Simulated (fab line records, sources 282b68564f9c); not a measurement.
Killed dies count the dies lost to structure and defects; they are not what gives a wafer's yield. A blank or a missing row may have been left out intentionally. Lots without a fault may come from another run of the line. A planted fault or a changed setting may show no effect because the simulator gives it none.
Struck lot and sound lot, side by side -- flow rit_cmos -- 19 out of 202 route steps
Sound: the wafers L311.2, L311.3, L311.4. Wafers struck: L307.3, L307.5, L307.6. The cause is given at the end.
At each step with rows: each side's tool, then ch and its chambers, then its first start. Under that, the readings that differ: sound wafers -- struck wafers -- difference of the means -- sigmas: that difference in standard deviations of wafers without a fault.
alike: a reading whose means differ by less than 2 such deviations, as well as words and numbers matching on both sides. not compared: withheld readings; readings where some wafer has no value; bounds like >300 that might hide an equal value; numbers whose values overlap and for which the record gives no deviation.
Wherever a step has rows on one side only, a row that says differs or no value, or a row with sigmas, the two part there. Numbers that have no deviation but don't overlap get no sigmas and don't part them. A reading that every wafer of one side lacks parts them only if that side has two wafers or more.

first, 1 step without rows for these wafers: RIT_CONTACT_HARDBAKE_10 (time 60 s).
RIT_CONTACT_ETCH_11: etches SiO2 in CHF3/CF4/Ar, stops on TiSi2, target depth 480 nm, time 320 s.
  sound on rie_diel-01 ch 0,2,3, day 7 03:45; struck on rie_diel-04 ch 0,3, day 6 06:31
  alike: drypump_motor_current_A, oes_product_au, throttle_valve_pct
  not compared: rf_hours_counter_h
RIT_CONTACT_STRIP_12: strips in O2, time 180 s.
  sound on plasma_asher-02 ch 0,1, day 7 03:56; struck on plasma_asher-02 ch 0,1, day 6 06:47
  alike: drypump_motor_current_A
  not compared: rf_hours_counter_h
RIT_CONTACT_CD_MEAS_90: target cd 1000 nm.
  sound on cd_sem-01, day 7 04:08; struck on cd_sem-02, day 6 06:56
  alike: cd_nm
then, 2 steps without rows for these wafers: RIT_CONTACT_CLEAN_13 (cleans in SC1, time 600 s); RIT_CONTACT_CLEAN_14 (cleans in SC2, time 600 s).
RIT_M1_SPUTTER_00: material Al, target thk 400 nm, time 500 s.
  sound on pvd_sputter-02, day 7 04:36; struck on pvd_sputter-02, day 6 07:32
  alike: chamber_pressure_pa, throttle_valve_pct
RIT_M1_RS_MEAS_01: a four-point-probe measurement.
  sound on film_metro-02, day 7 04:55; struck on film_metro-02, day 6 07:52
  alike: M1_AL_RS
RIT_M1_THK_MEAS_02: measures by xrf.
  sound on film_metro-02, day 7 05:02; struck on film_metro-02, day 6 07:58
  alike: M1_AL_THK
then, 3 steps without rows for these wafers: RIT_M1_HMDS_03 (prime time 60 s); RIT_M1_COAT_04 (resist thk 1300 nm); RIT_M1_SOFTBAKE_05 (time 60 s).
RIT_M1_EXPOSE_06: exposes mask M12, target cd 2600 nm.
  sound on iline_stepper-02 ch 0, day 7 05:40; struck on iline_stepper-01 ch 0, day 6 08:30
reading,sound,struck,difference,sigmas
model.M1.overlay_x_nm (nm),-1.913 -1.913 -1.913,243 243 243,+245,
  alike: mask, exposure_dose_mJ_cm2, reticle_temp_C
then, 2 steps without rows for these wafers: RIT_M1_PEB_07; RIT_M1_DEVELOP_08 (develop time 68 s).
RIT_M1_CD_MEAS_09: target cd 2600 nm.
  sound on cd_sem-02, day 7 06:06; struck on cd_sem-02, day 6 08:56
  alike: cd_nm
RIT_M1_OVL_MEAS_10:
  sound on overlay-02, day 7 06:13; struck on overlay-02, day 6 09:02
reading,sound,struck,difference,sigmas
M1_OVL (nm),-1.5 -1.3 -2.5,240.3 241.9 241.2,+242.9,+99 or more
then, 1 step without rows for these wafers: RIT_M1_HARDBAKE_11 (time 120 s).
RIT_M1_PROBE_99:
  sound on prober-02, day 7 08:47; struck on prober-02, day 6 11:50
reading,sound,struck,difference,sigmas
model.etest.nmos_0p15.junction_log10_a_um,-13.51 -13.4 -13.31,-12.07 -12.18 -12.18,+1.26,
model.etest.nmos_narrow.off_log10_a_um,-13.09 -13.29 -13.23,-12.05 -12.15 -12.16,+1.08,
model.etest.nmos_0p3.off_log10_a_um,-13.04 -13.28 -13.04,-12.04 -12.14 -12.14,+1.01,
model.etest.gate_end_array.leak_log10_a_um,-12.83 -13.03 -12.78,-11.78 -11.94 -12,+0.97,
model.etest.pmos_0p15.junction_log10_a_um,-13.68 -13.68 -13.8,-13.02 -13.06 -13.1,+0.66,
model.etest.contact_diode_array.leak_log10_a (angstrom),-9.295 -9.577 -9.36,-8.695 -8.857 -8.843,+0.612,
  alike: defect_limited_yield, killed_at_contacts, killed_at_front_end, killed_dies, killed_open, killed_short, sort_bin_3_pad_short, sort_bin_5_function, sort_bin_6_memory, sort_n_pass, sort_yield_pct
  not compared: model.etest.pmos_0p3.off_log10_a_um, model.etest.select_edge_diode_n.leak_log10_a

## WHERE THEY PART
Within this record, at RIT_M1_OVL_MEAS_10 only. Later steps at which nothing parts them and some readings are alike: RIT_M1_PROBE_99.

WHY: the cause the simulator had injected
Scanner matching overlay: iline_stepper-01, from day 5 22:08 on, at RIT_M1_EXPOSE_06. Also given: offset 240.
